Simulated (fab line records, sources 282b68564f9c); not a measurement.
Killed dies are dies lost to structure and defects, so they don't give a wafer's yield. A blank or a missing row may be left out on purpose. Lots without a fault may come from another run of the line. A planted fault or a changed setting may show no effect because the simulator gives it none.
A struck lot beside a sound one | flow rit_cmos | 17 steps out of a route of 202
Sound: wafers L940.1, L940.4, L940.5. Struck: wafers L948.2, L948.3, L948.4. The cause comes at the end.
At each step with rows: each side's tool, then ch and its chambers, then its first start. Under that, the readings that differ: sound wafers | struck wafers | difference of the means | sigmas: that difference in standard deviations of wafers without a fault.
alike: readings whose means differ by less than 2 such deviations, and words and numbers that are the same on both sides. not compared: withheld readings, readings that some wafer has no value for, bounds like >300 that may hide the same value, and numbers for which the record gives no deviation and whose values overlap.
The two part at a step that has a row with sigmas, a row that says differs or no value, or rows on one side only. Numbers that don't overlap but have no deviation are shown without sigmas and don't part them. A reading that every wafer of one side lacks parts them only if that side has two wafers or more.

first, 1 step without rows for these wafers: RIT_PRETRO_DEVELOP_05 (develop time 68 s).
RIT_PRETRO_OVL_MEAS_06:
  sound on overlay-01, day 4 00:03; struck on overlay-02, day 5 15:23
  alike: PRETRO_OVL
then, 2 steps without rows for these wafers: RIT_PRETRO_HARDBAKE_07 (time 120 s); RIT_PRETRO_IMPLANT_08.
RIT_PRETRO_STRIP_09: strips in O2, time 180 s.
  sound on plasma_asher-03 ch 0,1, day 4 00:29; struck on plasma_asher-04 ch 0,1, day 5 15:49
  alike: drypump_motor_current_A
  not compared: rf_hours_counter_h
RIT_PRETRO_TW_MEAS_10:
  sound on film_metro-02, day 4 00:40; struck on film_metro-02, day 5 15:59
  alike: PRETRO_TW
then, 5 steps without rows for these wafers: RIT_GATE_WET_ETCH_00 (etches SiO2 in BOE, target depth 56 nm, time 60 s); RIT_GATE_CLEAN_01 (cleans in SC1, time 600 s); RIT_GATE_CLEAN_02 (cleans in dHF, time 30 s); RIT_GATE_CLEAN_03 (cleans in SC2, time 600 s); RIT_GATE_CLEAN_04 (cleans in dHF, time 60 s).
RIT_FOX2_THK_MEAS_91:
  sound on film_metro-02, day 4 01:19; struck on film_metro-04, day 5 16:30
  alike: FIELD_OXIDE_LEFT_2_THK
RIT_GATE_OXIDATION_05: target thk 3 nm, ox time 270 s.
  sound on furnace-04 ch 0, day 4 02:08; struck on furnace-03 ch 0, day 5 16:47
  reading                                     | sound             | struck            | difference | sigmas
  spike_tc_load_C (C)                         | 926.8 926.0 925.3 | 919.4 922.2 921.5 | -5.0       | -2
  zone_power_load_pct (%)                     | 29.1 29.4 29.5    | 28.0 28.2 27.7    | -1.4       | -2
  model.SiO2_of_GATE_OXIDATION_05.thk_nm (nm) | 3.031 2.988 3.004 | 3.459 3.48 3.43   | +0.449     |
then, 1 step without rows for these wafers: RIT_GATE_ANNEAL_06 (time 600 s).
RIT_GATE_THK_MEAS_07:
  sound on film_metro-04, day 4 06:25; struck on film_metro-04, day 5 19:07
  reading             | sound          | struck         | difference | sigmas
  GATE_OXIDE_THK (nm) | 2.96 2.96 2.94 | 3.45 3.44 3.44 | +0.49      | +8
then, 1 step without rows for these wafers: RIT_GATE_CVD_08 (deposits poly-Si from SiH4, target thk 250 nm, time 2220 s).
RIT_M1_PROBE_99:
  sound on prober-02, day 5 05:22; struck on prober-01, day 6 19:12
  reading                             | sound             | struck            | difference | sigmas
  model.etest.pmos_0p3.r_on_ohm_um    | 6402 6268 6300    | 7020 6993 6992    | +678       |
  model.etest.pmos_turned.r_on_ohm_um | 3509 3437 3491    | 3634 3624 3666    | +162       |
  model.etest.pmos_0p15.r_on_ohm_um   | 2887 2807 2858    | 2936 2956 2934    | +91        |
  model.etest.nmos_0p3.r_on_ohm_um    | 2199 2153 2175    | 2425 2452 2402    | +251       |
  model.etest.nmos_0p15.r_on_ohm_um   | 1168 1131 1153    | 1229 1263 1236    | +92        |
  model.etest.nmos_0p15.drive_ua_um   | 453 457 449.5     | 405.6 396.9 398.4 | -52.9      |
  model.etest.nmos_0p3.drive_ua_um    | 220.6 224.8 222.2 | 184.8 182.9 183.6 | -38.8      |
  model.etest.nmos_narrow.drive_ua_um | 212.5 219.2 216.8 | 182.6 173.6 179.7 | -37.5      |
  alike: killed_at_front_end, killed_dies, killed_on_rim, killed_open, killed_short

WHERE THEY PART
First at RIT_GATE_OXIDATION_05; last, within this record, at RIT_GATE_THK_MEAS_07. Later steps at which nothing parts them and some readings are alike: RIT_M1_PROBE_99.

WHY: what the simulator had put in
Process parameter drift: furnace-03, from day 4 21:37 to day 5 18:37, at RIT_GATE_OXIDATION_05. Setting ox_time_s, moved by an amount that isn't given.
